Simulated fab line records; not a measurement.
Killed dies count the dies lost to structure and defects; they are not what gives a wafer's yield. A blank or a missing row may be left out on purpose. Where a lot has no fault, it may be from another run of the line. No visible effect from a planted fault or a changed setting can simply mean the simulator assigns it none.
fab line records	flow rit-cmos
[record] lots = 13	wafers = 39	last-day = 19
route steps=202 shown M1@184
lots that met no fault: from a run of the same line without faults
start-h: hours from the record's first day to the start of the lot's first wafer shown	wait-h: hours from the lot's prior step to this one	" unchanged from the row above	L1.1+2: several wafers, shown together as one row	- no value, or no start given	* or withheld: withheld	< > ~ a bound
route shown NAME@n: a module of which the file shows steps, and the number in the route of the first	usual: mean and standard deviation over wafers with no fault	same: alike in all rows	chamber/n: place in a boat	sites: each site's reading	_std_site: standard deviation across them	_edge_site: mean of outer sites minus mean of inner sites	radius-mm: for every site, how far away it sits from the centre of the wafer	mask NAME#n: copy n	behind: the last tool/chamber to shape the wafer	hold: what put the lot on hold/how long, in hours/how the hold closed	device: names the non-switching transistor (n, p or np)	end of line: the same wafers' tests at the end of the route	step lacking rows: just its recipe	killed: not the wafer's yield, but the dies lost to structure and defects at the first sort	map: dies across one wafer; x = killed, . = not, _ = none there
set.NAME: the setting that was run; set.NAME@STEP: the one run at that earlier step	model.NAME: the simulator's own value behind a step, which no gauge read
one table for each step of the route and one row for each wafer, over a sample of lots
services: a tool's chamber out of use, with start hour (start-h, from the record's first day; less than 0 if before it), hours out, and reason
[[steps]]
[step RIT_M1_SPUTTER_00]
[recipe] material = Al	target-thk-nm = 400	power-w = 2000	chamber-pressure-pa = 0.4	gas = Ar	time-s = 500	substrate-temp-c = 25
[usual] cathode-dc-power-W = 2000.0/0.4	throttle-valve-pct = 29.9/0.93
lot.wafer	tool	chamber	start-h	wait-h	cathode-dc-power-W	throttle-valve-pct
L202.1	pvd-sputter-01	-	54.59	0.0	1999.9	28.4
L202.2	"	-	"	"	2000.1	29.8
L202.5	"	-	"	"	2000.4	29.9
L204.2	pvd-sputter-03	-	70.85	0.0	1999.8	28.7
L204.4	"	-	"	"	2000.0	29.4
L204.6	"	-	"	"	2000.4	29.4
L205.1	pvd-sputter-02	-	77.26	0.0	2000.0	30.7
L205.2	"	-	"	"	2000.0	30.9
L205.6	"	-	"	"	2000.7	31.0
L215.1	pvd-sputter-03	-	129.70	0.0	2298.9	31.1
L215.4	"	-	"	"	1999.6	29.5
L215.6	"	-	"	"	2001.1	29.5
L216.2	pvd-sputter-02	-	133.50	0.0	2000.4	31.0
L216.4	"	-	"	"	2000.2	30.6
L216.5	"	-	"	"	2000.0	30.7
L217.2	pvd-sputter-01	-	136.59	0.0	2000.1	28.7
L217.4	"	-	"	"	1999.9	29.8
L217.6	"	-	"	"	1999.6	30.0
L218.2	pvd-sputter-02	-	144.47	0.0	2000.7	30.9
L218.3	"	-	"	"	2000.3	30.7
L218.4	"	-	"	"	2000.4	29.0
L220.2	pvd-sputter-02	-	149.96	0.0	2000.0	30.9
L220.3	"	-	"	"	2000.0	30.6
L220.6	"	-	"	"	2000.5	30.9
L221.1	pvd-sputter-01	-	152.71	0.0	1999.4	29.7
L221.3	"	-	"	"	2000.5	28.9
L221.6	"	-	"	"	2000.4	28.9
L222.4	pvd-sputter-01	-	159.11	0.0	2000.0	29.9
L222.5	"	-	"	"	1998.9	29.9
L222.6	"	-	"	"	2000.1	30.1
L223.2	pvd-sputter-02	-	164.06	0.0	2000.0	29.3
L223.3	"	-	"	"	2000.0	30.9
L223.6	"	-	"	"	1999.4	30.9
L225.2	pvd-sputter-01	-	169.38	0.0	1999.8	30.0
L225.5	"	-	"	"	1999.7	29.8
L225.6	"	-	"	"	2000.0	28.8
L224.2	pvd-sputter-02	-	445.71	0.0	2000.0	30.7
L224.4	"	-	"	"	2000.6	30.9
L224.5	"	-	"	"	2000.0	30.6
[step RIT_M1_RS_MEAS_01]
[recipe] thk-meas-gauge = four-point-probe	reads = Al_of_M1_SPUTTER_00
[usual] M1_AL_RS = 0.0738/0.00088
lot.wafer	tool	chamber	start-h	wait-h	M1_AL_RS[ohm/sq]
L202.1	film-metro-04	-	54.88	0.1	0.0744
L202.2	"	-	"	"	0.0728
L202.5	"	-	"	"	0.0735
L204.2	film-metro-04	-	71.17	0.2	0.0721
L204.4	"	-	"	"	0.0718
L204.6	"	-	"	"	0.0721
L205.1	film-metro-01	-	77.56	0.1	0.0735
L205.2	"	-	"	"	0.0736
L205.6	"	-	"	"	0.0741
L215.1	film-metro-04	-	129.99	0.1	0.0634
L215.4	"	-	"	"	0.0725
L215.6	"	-	"	"	0.0727
L216.2	film-metro-03	-	133.81	0.2	0.0732
L216.4	"	-	"	"	0.0741
L216.5	"	-	"	"	0.0738
L217.2	film-metro-04	-	136.90	0.2	0.0741
L217.4	"	-	"	"	0.0737
L217.6	"	-	"	"	0.0752
L218.2	film-metro-01	-	144.79	0.2	0.0743
L218.3	"	-	"	"	0.0742
L218.4	"	-	"	"	0.0738
L220.2	film-metro-03	-	150.28	0.2	0.0734
L220.3	"	-	"	"	0.0742
L220.6	"	-	"	"	0.0733
L221.1	film-metro-04	-	153.01	0.1	0.0725
L221.3	"	-	"	"	0.0725
L221.6	"	-	"	"	0.0726
L222.4	film-metro-04	-	159.47	0.2	0.0751
L222.5	"	-	"	"	0.0737
L222.6	"	-	"	"	0.0755
L223.2	film-metro-03	-	164.37	0.2	0.0748
L223.3	"	-	"	"	0.0752
L223.6	"	-	"	"	0.0744
L225.2	film-metro-03	-	169.69	0.2	0.0748
L225.5	"	-	"	"	0.0755
L225.6	"	-	"	"	0.0736
L224.2	film-metro-04	-	446.02	0.2	0.0752
L224.4	"	-	"	"	0.0737
L224.5	"	-	"	"	0.0752
[step RIT_M1_THK_MEAS_02]
[recipe] thk-meas-gauge = xrf	reads = Al_of_M1_SPUTTER_00
[usual] M1_AL_THK = 391/4.8
lot.wafer	tool	chamber	start-h	wait-h	M1_AL_THK[nm]
L202.1	film-metro-04	-	55.00	0.1	389
L202.2	"	-	"	"	393
L202.5	"	-	"	"	393
L204.2	film-metro-04	-	71.28	0.1	400
L204.4	"	-	"	"	401
L204.6	"	-	"	"	401
L205.1	film-metro-01	-	77.68	0.1	389
L205.2	"	-	"	"	389
L205.6	"	-	"	"	390
L215.1	film-metro-04	-	130.11	0.1	453
L215.4	"	-	"	"	397
L215.6	"	-	"	"	397
L216.2	film-metro-03	-	133.92	0.1	398
L216.4	"	-	"	"	394
L216.5	"	-	"	"	395
L217.2	film-metro-04	-	137.01	0.1	393
L217.4	"	-	"	"	391
L217.6	"	-	"	"	384
L218.2	film-metro-01	-	144.90	0.1	386
L218.3	"	-	"	"	385
L218.4	"	-	"	"	389
L220.2	film-metro-03	-	150.39	0.1	395
L220.3	"	-	"	"	394
L220.6	"	-	"	"	396
L221.1	film-metro-04	-	153.13	0.1	400
L221.3	"	-	"	"	401
L221.6	"	-	"	"	396
L222.4	film-metro-04	-	159.56	0.1	386
L222.5	"	-	"	"	393
L222.6	"	-	"	"	384
L223.2	film-metro-03	-	164.48	0.1	387
L223.3	"	-	"	"	386
L223.6	"	-	"	"	392
L225.2	film-metro-03	-	169.80	0.1	388
L225.5	"	-	"	"	387
L225.6	"	-	"	"	392
L224.2	film-metro-04	-	446.13	0.1	385
L224.4	"	-	"	"	392
L224.5	"	-	"	"	384
[step RIT_M1_METAL_ETCH_12]
[recipe] stop-on = SiO2	chemistry = Cl2/BCl3	target = Al	time-s = 165	over-etch-frac = 0.5	pressure-mtorr = 100	target-depth-a = 6000	rf-w = 250	Cl2_flow_sccm = 60	bcl3-flow-sccm = 50
[usual] drypump-motor-current-A = 5.7/0.41	mfc-cl2-sccm = 60.01/0.18	oes-product-au = 0.778/0.016	throttle-valve-pct = 8.30/0.11
lot.wafer	tool	chamber	start-h	wait-h	drypump-motor-current-A	mfc-cl2-sccm	oes-product-au	rf-hours-counter-h	throttle-valve-pct
L202.1	rie-metal-01	1	56.43	0.2	5.6	60.07	0.773	1	8.20
L202.2	"	0	"	"	5.9	59.84	0.799	1	8.31
L202.5	"	1	"	"	5.6	59.95	0.775	-	8.21
L204.2	rie-metal-03	1	72.76	0.2	5.0	59.99	0.769	3	8.45
L204.4	"	0	"	"	5.7	59.84	0.793	-	8.42
L204.6	"	0	"	"	5.7	59.82	0.802	-	8.39
L205.1	rie-metal-01	0	79.19	0.2	5.9	59.90	0.797	1	8.30
L205.2	"	1	"	"	5.6	59.86	0.780	1	8.20
L205.6	"	0	"	"	5.9	59.91	0.796	-	8.30
L215.1	rie-metal-04	0	131.46	0.2	6.4	60.03	0.853	33	8.26
L215.4	"	1	"	"	5.7	59.74	0.774	-	8.12
L215.6	"	0	"	"	6.4	60.27	0.792	-	8.26
L216.2	rie-metal-03	0	135.47	0.2	5.7	59.89	0.788	3	8.41
L216.4	"	0	"	"	5.7	59.92	0.786	-	8.37
L216.5	"	0	"	"	5.7	60.07	0.788	-	8.39
L217.2	rie-metal-01	1	138.42	0.2	5.7	60.25	0.776	1	8.20
L217.4	"	1	"	"	5.6	59.78	0.775	-	8.19
L217.6	"	0	"	"	5.9	59.88	0.787	-	8.32
L218.2	rie-metal-03	1	146.50	0.2	5.0	59.97	0.747	-	8.47
L218.3	"	1	"	"	5.0	60.25	0.753	-	8.48
L218.4	"	1	"	"	5.0	60.00	0.753	-	8.46
L220.2	rie-metal-01	0	151.85	0.2	5.9	60.27	0.803	2	8.31
L220.3	"	0	"	"	5.9	60.32	0.804	-	8.31
L220.6	"	0	"	"	5.9	59.92	0.801	-	8.31
L221.1	rie-metal-03	0	154.63	0.2	5.7	60.21	0.789	3	8.39
L221.3	"	0	"	"	5.7	59.97	0.798	-	8.39
L221.6	"	1	"	"	5.0	60.14	0.760	-	8.46
L222.4	rie-metal-04	1	161.05	0.1	5.7	60.17	0.778	-	8.12
L222.5	"	0	"	"	6.3	60.14	0.784	-	8.28
L222.6	"	1	"	"	5.7	60.02	0.770	-	8.11
L223.2	rie-metal-01	0	165.94	0.2	5.9	60.06	0.797	2	8.33
L223.3	"	0	"	"	5.9	60.29	0.797	-	8.32
L223.6	"	1	"	"	5.6	59.90	0.781	-	8.21
L225.2	rie-metal-03	0	171.26	0.2	5.8	60.05	0.787	4	8.40
L225.5	"	1	"	"	5.0	59.91	0.747	-	8.45
L225.6	"	0	"	"	5.7	59.78	0.788	-	8.40
L224.2	rie-metal-04	0	447.57	0.2	6.3	59.87	0.780	3	8.27
L224.4	"	0	"	"	6.3	60.15	0.781	-	8.29
L224.5	"	0	"	"	6.3	60.02	0.773	-	8.27
[step RIT_M1_PROBE_99]
[usual] defect-limited-yield = 97.5/1.2	killed-at-contacts = 0.1/0.27	killed-at-front-end = 6/3	killed-dies = 7/3	killed-open = 3.1/2	killed-short = 3.4/2	sort_bin_3_pad_short = 0.1/0.23	sort_bin_5_function = 1.4/0.76	sort_bin_6_memory = 0.9/0.63	sort-n-pass = 257/3	sort-yield-pct = 97.5/1.2
[same] gross-dies = 264	killed_at_M0_to_M3 = 0	killed_at_M4_up = 0	killed-at-back-side = 0	killed-at-other = 0
lot.wafer	tool	chamber	start-h	wait-h	defect-limited-yield[%]	killed-at-contacts	killed-at-front-end	killed-dies	killed-open	killed-short	sort_bin_3_pad_short[%]	sort_bin_5_function[%]	sort_bin_6_memory[%]	sort-n-pass	sort-yield-pct[%]
L215.1	prober-02	-	133.72	0.1	100.0	0	0	0	0	0	0	0	0	264	100.0
L215.4	prober-02	-	133.87	0.2	98.9	0	3	3	3	0	0	0.8	0.4	261	98.9
L215.6	prober-02	-	133.97	0.2	99.2	0	2	2	0	2	0	0.4	0.4	262	99.2
L216.2	prober-01	-	137.77	0.1	97.0	0	8	8	0	8	0	1.9	1.1	256	97.0
L216.4	prober-01	-	137.87	0.2	94.3	0	15	15	6	9	0.8	1.9	3.0	249	94.3
L216.5	prober-01	-	137.92	0.2	96.6	0	9	9	3	6	0.8	1.1	1.5	255	96.6
L218.2	prober-02	-	150.40	0.1	99.2	0	2	2	1	1	0	0.8	0	262	99.2
L218.3	prober-02	-	150.45	0.2	97.3	0	7	7	4	3	0	1.1	1.5	257	97.3
L218.4	prober-02	-	150.50	0.2	98.5	0	4	4	2	2	0	1.1	0.4	260	98.5
L220.2	prober-01	-	154.15	0.1	98.9	0	3	3	1	2	0	0.8	0.4	261	98.9
L220.3	prober-01	-	154.20	0.2	96.2	0	10	10	6	4	0	1.9	1.9	254	96.2
L220.6	prober-01	-	154.35	0.2	98.1	0	5	5	3	2	0	0.8	1.1	259	98.1
L221.1	prober-02	-	156.88	0.1	98.1	0	5	5	4	1	0	1.1	0.8	259	98.1
L221.3	prober-02	-	156.98	0.2	98.5	0	4	4	2	2	0	1.1	0.4	260	98.5
L221.6	prober-02	-	157.13	0.2	97.0	0	8	8	4	4	0	1.5	1.5	256	97.0
L222.4	prober-01	-	163.41	0.2	98.1	0	5	5	4	1	0	1.9	0	259	98.1
L222.5	prober-01	-	163.46	0.2	96.2	0	10	10	6	4	0.4	2.3	1.1	254	96.2
L222.6	prober-01	-	163.51	0.2	96.6	0	9	9	5	4	0	1.5	1.9	255	96.6
L223.2	prober-02	-	168.26	0.1	99.2	0	2	2	1	1	0	0.4	0.4	262	99.2
L223.3	prober-02	-	168.31	0.2	98.9	0	3	3	1	2	0	0.4	0.8	261	98.9
L223.6	prober-02	-	168.46	0.2	98.1	0	5	5	2	3	0.4	1.1	0.4	259	98.1
// killed by level:class
L215.4 SPACER:geometric-particle:open=2 GATE:geometric-particle:open=1
L215.6 FOX1:geometric-particle:short=1 REOX:geometric-particle:short=1
L216.2 FOX1:geometric-particle:short=3 GATE:geometric-particle:short=3 FOX2:geometric-particle:short=1 REOX:geometric-particle:short=1
L216.4 GATE:geometric-particle:short=6 FOX1:geometric-particle:open=2 REOX:geometric-particle:open=2 FOX2:geometric-particle:short=1 GATE:geometric-particle:open=1 SPACER:geometric-particle:short=1 SPACER:geometric-particle:open=1 SILICIDE:geometric-particle:short=1
L216.5 FOX1:geometric-particle:short=3 FOX1:geometric-particle:open=2 GATE:geometric-particle:open=1 GATE:geometric-particle:short=1 REOX:geometric-particle:short=1 SPACER:geometric-particle:short=1
L218.2 GATE:geometric-particle:short=1 SPACER:geometric-particle:open=1
L218.3 GATE:geometric-particle:open=2 SPACER:geometric-particle:open=2 FOX1:geometric-particle:short=1 GATE:geometric-particle:short=1 SILICIDE:geometric-particle:short=1
L218.4 FOX1:geometric-particle:open=1 FOX1:geometric-particle:short=1 GATE:geometric-particle:short=1 GATE:geometric-particle:open=1
L220.2 FOX1:geometric-particle:open=1 GATE:geometric-particle:short=1 SPACER:geometric-particle:short=1
L220.3 SPACER:geometric-particle:open=3 GATE:geometric-particle:short=2 REOX:geometric-particle:open=2 SPACER:geometric-particle:short=2 GATE:geometric-particle:open=1
L220.6 FOX1:geometric-particle:short=1 FOX2:geometric-particle:open=1 GATE:geometric-particle:open=1 SPACER:geometric-particle:short=1 SPACER:geometric-particle:open=1
L221.1 FOX1:geometric-particle:open=2 REOX:geometric-particle:open=1 SPACER:geometric-particle:open=1 SILICIDE:geometric-particle:short=1
L221.3 GATE:geometric-particle:open=2 SPACER:geometric-particle:short=1 SILICIDE:geometric-particle:short=1
L221.6 SPACER:geometric-particle:open=3 FOX1:geometric-particle:short=1 GATE:geometric-particle:short=1 REOX:geometric-particle:short=1 REOX:geometric-particle:open=1 SPACER:geometric-particle:short=1
L222.4 FOX1:geometric-particle:open=1 GATE:geometric-particle:open=1 GATE:geometric-particle:short=1 REOX:geometric-particle:open=1 SILICIDE:geometric-particle:open=1
L222.5 GATE:geometric-particle:short=2 GATE:geometric-particle:open=2 REOX:geometric-particle:open=2 SILICIDE:geometric-particle:open=2 REOX:geometric-particle:short=1 SILICIDE:geometric-particle:short=1
L222.6 FOX2:geometric-particle:open=2 GATE:geometric-particle:short=2 SILICIDE:geometric-particle:open=2 FOX1:geometric-particle:short=1 FOX2:geometric-particle:short=1 GATE:geometric-particle:open=1
L223.2 FOX2:geometric-particle:open=1 SPACER:geometric-particle:short=1
L223.3 REOX:geometric-particle:short=1 SPACER:geometric-particle:short=1 SPACER:geometric-particle:open=1
L223.6 SPACER:geometric-particle:short=2 GATE:geometric-particle:short=1 GATE:geometric-particle:open=1 SILICIDE:geometric-particle:open=1
[[services]]
tool	chamber	start-h	hours	kind
rie-metal-04	-	69.41	2.8	pm
pvd-sputter-03	-	85.99	0.6	repair
pvd-sputter-03	-	97.40	8.0	repair
pvd-sputter-01	-	105.71	5.2	repair
pvd-sputter-02	-	126.24	7.0	repair
rie-metal-04	-	136.12	20.0	pm
rie-metal-04	0	136.12	20.0	vent-cycle
rie-metal-04	1	136.12	20.0	vent-cycle
rie-metal-03	0	140.68	10.3	repair
pvd-sputter-02	-	150.76	13.1	repair
rie-metal-04	0	156.12	-	clean
rie-metal-04	1	156.12	-	clean
rie-metal-04	0	174.67	2.4	repair
pvd-sputter-03	-	181.97	2.9	repair
rie-metal-04	1	201.49	4.7	repair
rie-metal-03	0	232.56	10.1	repair
rie-metal-01	0	336.84	1.2	repair
rie-metal-04	1	378.03	10.4	repair
pvd-sputter-01	-	388.73	24.6	repair
pvd-sputter-02	-	426.57	3.6	repair
pvd-sputter-02	-	430.80	4.3	repair
pvd-sputter-01	-	443.49	2.4	repair
[[key]]
[first-sign] step = RIT_M1_SPUTTER_00	reading = cathode-dc-power-W	direction = up	sigmas = 99+	usual = 2000.0	struck = 2298.9
[effect] step = RIT_M1_RS_MEAS_01	reading = M1_AL_RS	direction = down	sigmas = 12	usual = 0.0738	struck = 0.0634
[effect] step = RIT_M1_THK_MEAS_02	reading = M1_AL_THK	direction = up	sigmas = 13	usual = 391	struck = 453
[effect] step = RIT_M1_METAL_ETCH_12	reading = oes-product-au	direction = up	sigmas = 4.7	usual = 0.778	struck = 0.853
met-at RIT_M1_SPUTTER_00
struck-lots L215
struck-wafers L215.1
[fault] kind = process-parameter-drift	tool = pvd-sputter-03	chamber = -	onset-h = 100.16	steps = RIT_M1_SPUTTER_00	channel = power-w	offset = 297.58	shape = step	end-h = 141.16	acts-in = these-recipes-only	stated = 2000	scope = struck-wafers-only
